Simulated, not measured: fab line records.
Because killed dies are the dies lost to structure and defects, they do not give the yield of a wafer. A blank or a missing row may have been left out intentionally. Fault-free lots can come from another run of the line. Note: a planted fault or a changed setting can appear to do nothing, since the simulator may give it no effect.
Which of the tools did it?	flow berkeley cmos170	45 wafers from 15 lots sampled at 2 of the route's 331 steps

WHAT EACH GAUGE READ, for each wafer
UCB170_ACTIVE_THK_MEAS_03. Usual: ACTIVE_OXIDE_THK gives 26.4 nm (standard deviation 0.52).
lot	measured	on	ACTIVE_OXIDE_THK (nm)	flag
L631	day 4 17:31	film metro-04	27.0 26.7 26.8	
L634	day 5 00:00	film metro-01	25.6 25.7 25.5	
L635	day 5 08:04	film metro-04	26.2 26.3 26.6	
L636	day 5 08:04	film metro-03	26.1 26.2 25.9	
L637	day 5 15:05	film metro-03	26.6 26.2 26.4	
L638	day 6 07:03	film metro-01	25.8 26.2 25.8	
L640	day 6 07:03	film metro-04	26.0 26.1 26.3	
L641	day 6 17:20	film metro-04	25.4 25.7 25.6	
L642	day 7 04:14	film metro-03	25.9 26.3 26.7	
L643	day 7 04:14	film metro-04	27.2 27.0 27.5	
L644	day 7 04:14	film metro-01	26.7 26.6 26.4	
L648	day 8 03:32	film metro-01	37.5 37.5 37.4	OFF
L649	day 8 03:32	film metro-03	38.5 38.5 38.6	OFF
L650	day 8 03:32	film metro-04	37.8 37.7 37.9	OFF
L654	day 9 09:12	film metro-03	26.4 27.0 26.7	

WHAT TOOL EACH LOT RAN ON (gives the tool, then ch and the chambers of the sampled wafers, and finally the start)
lot	UCB170_ACTIVE_OXIDATION_02
L631	furnace-04 ch 0, day 4 16:10
L634	furnace-01 ch 0, day 4 22:39
L635	furnace-02 ch 0, day 5 06:43
L636	furnace-02 ch 0, day 5 06:43
L637	furnace-04 ch 0, day 5 13:43
L638	furnace-02 ch 0, day 6 05:41
L640	furnace-02 ch 0, day 6 05:41
L641	furnace-02 ch 0, day 6 15:58
L642	furnace-02 ch 0, day 7 02:53
L643	furnace-02 ch 0, day 7 02:53
L644	furnace-02 ch 0, day 7 02:53
L648	furnace-02 ch 0, day 8 02:10
L649	furnace-02 ch 0, day 8 02:10
L650	furnace-02 ch 0, day 8 02:10
L654	furnace-04 ch 0, day 9 07:51
- UCB170_ACTIVE_OXIDATION_02: target thk 26.4 nm, ox time 1260 s.

WHAT THE TOOLS THEMSELVES READ (means of the sampled wafers that have a number; where no wafer has one, the mark that the record gives instead)
UCB170_ACTIVE_OXIDATION_02. Usual: spike tc source C reads 1025.0 C (standard deviation 1.4).
lot	tool	spike tc source C (C)	flag
L631	furnace-04	1024.9	
L634	furnace-01	1022.0	
L635	furnace-02	1025.6	
L636	furnace-02	1026.1	
L637	furnace-04	1025.3	
L638	furnace-02	1025.3	
L640	furnace-02	1025.3	
L641	furnace-02	1025.5	
L642	furnace-02	1026.0	
L643	furnace-02	1025.4	
L644	furnace-02	1025.9	
L648	furnace-02	1024.6	
L649	furnace-02	1024.2	
L650	furnace-02	1026.1	
L654	furnace-04	1024.9	

THE ANSWER, worked out from the rows above alone
Rule: take the mean of a lot's wafers that have a number; if it is more than 3 standard deviations from the usual mean, the lot is off. A lot without any number at a reading at which 4 lots or more have one is off too. Where the step has rows for the other lots, those lots are counted as sound. The gauges are gone through in route order, then the tools' own readings, and for those a lot's mean is taken as printed above. At the first step where some lot is off, the reading lying furthest off is the one used; lots without a number count as furthest.
Off: L648, L649, L650, seen at UCB170_ACTIVE_THK_MEAS_03 (ACTIVE_OXIDE_THK).
A tool fits if, at a process step before that reading, it ran every lot that is off, and no sound lot after the first of them. The gauges at UCB170_ACTIVE_THK_MEAS_03 are tried like those tools. One candidate fits, namely furnace-02 at UCB170_ACTIVE_OXIDATION_02. A fault onset in the window from L642 (day 7 02:53, its last sound lot) to L648 (day 8 02:10, its first lot off) fits.

WHAT HAD BEEN PUT IN BY THE SIMULATOR
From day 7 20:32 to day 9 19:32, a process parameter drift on furnace-02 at UCB170_ACTIVE_OXIDATION_02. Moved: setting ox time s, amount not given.
Lots struck among those shown: L648, L649, L650. The rule above reached the same finding.
